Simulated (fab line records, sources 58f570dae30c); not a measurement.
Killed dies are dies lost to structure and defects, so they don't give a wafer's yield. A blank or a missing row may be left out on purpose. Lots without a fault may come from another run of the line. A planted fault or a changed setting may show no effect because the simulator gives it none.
One fault seen from 2 desks | flow berkeley_cmos170 | each desk has only its own numbers; what lay behind them comes last

THE METROLOGY DESK
What the gauges read, lot by lot, whatever tool the lot ran on: means of the sampled wafers that have a number. A lot is out of limits, marked OUT, if its mean lies more than 4 standard deviations from the usual mean; the brackets give that distance.
Columns: A = PSD_RS at UCB170_SDANNEAL_RS_MEAS_02, usual 75.58 ohm/sq; B = CONTACT_OVL at UCB170_CONTACT_OVL_MEAS_16, usual 6 nm
lot  | first seen here | A     | B
L751 | day 6 16:53     | 75.69 | 5
L752 | day 6 23:40     | 75.42 | 14
L754 | day 7 13:50     | 75.25 | 8
L755 | day 7 13:53     | 75.24 | 9
L753 | day 7 14:12     | 75.09 | -0
L756 | day 7 14:22     | 75.43 | 7
L757 | day 8 06:41     | 75.35 | 8
L761 | day 8 16:03     | 75.96 | 5
L764 | day 9 07:31     | 75.36 | 10
L767 | day 9 21:16     | 75.38 | 13
L768 | day 10 05:01    | 75.29 | 9
L771 | day 10 18:38    | 75.99 | 1
L772 | day 10 19:01    | 75.78 | -5
L773 | day 11 08:47    | 75.71 | -6
This desk's finding: nothing out of limits on any of the 14 lots.

THE TOOL OWNER'S DESK: rie_metal-01
The tool's own readings at UCB170_M1_METAL_ETCH_12 (etches Al in Cl2/BCl3, stops on PSG, target depth 780 nm, time 130 s): means of the sampled wafers that have a number, for each lot that ran on this tool. A lot is out of limits, marked OUT, if its mean lies more than 4 standard deviations from the usual mean; the brackets give that distance.
Columns: A = drypump_motor_current_A at UCB170_M1_METAL_ETCH_12, usual 5.8 A; B = oes_product_au at UCB170_M1_METAL_ETCH_12, usual 0.853 a.u.; C = rf_fwd_power_W at UCB170_M1_METAL_ETCH_12, usual 597.1 W; D = throttle_valve_pct at UCB170_M1_METAL_ETCH_12, usual 24.38 %
lot  | first seen here | A   | B     | C               | D
L751 | day 7 00:25     | 5.4 | 0.859 | 596.7           | 24.47
L752 | day 7 06:36     | 5.7 | 0.838 | 597.5           | 24.39
L755 | day 7 22:10     | 5.7 | 0.837 | 596.7           | 24.39
L757 | day 8 17:22     | 5.4 | 0.848 | 597.1           | 24.51
L764 | day 9 19:05     | 5.1 | 0.863 | 599.2           | 24.65
L767 | day 10 04:22    | 5.1 | 0.866 | 621.3 (+12) OUT | 24.64
L768 | day 10 13:03    | 5.4 | 0.865 | 645.1 (+24) OUT | 24.51
This desk's finding: out of limits on L767, L768; first on L767, day 10 04:22 (rf_fwd_power_W at UCB170_M1_METAL_ETCH_12). In limits: L751, L752, L755, L757, L764.

PUT TOGETHER
The tool owner's desk could have raised an alarm at day 10 04:22, on L767, L768.
The metrology desk saw nothing out of limits.
The metrology desk has L767, L768 on record, within its limits.
Of the lots named, all ran UCB170_M1_METAL_ETCH_12 on rie_metal-01.

WHAT THE SIMULATOR HAD PUT IN
Process parameter drift: rie_metal-01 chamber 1, from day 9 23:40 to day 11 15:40, at UCB170_M1_METAL_ETCH_12. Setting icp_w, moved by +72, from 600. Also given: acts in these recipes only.
Lots struck among those shown: L767, L768.
Hours from the fault's start to each desk's first reading out of limits: the tool owner's desk, 5.
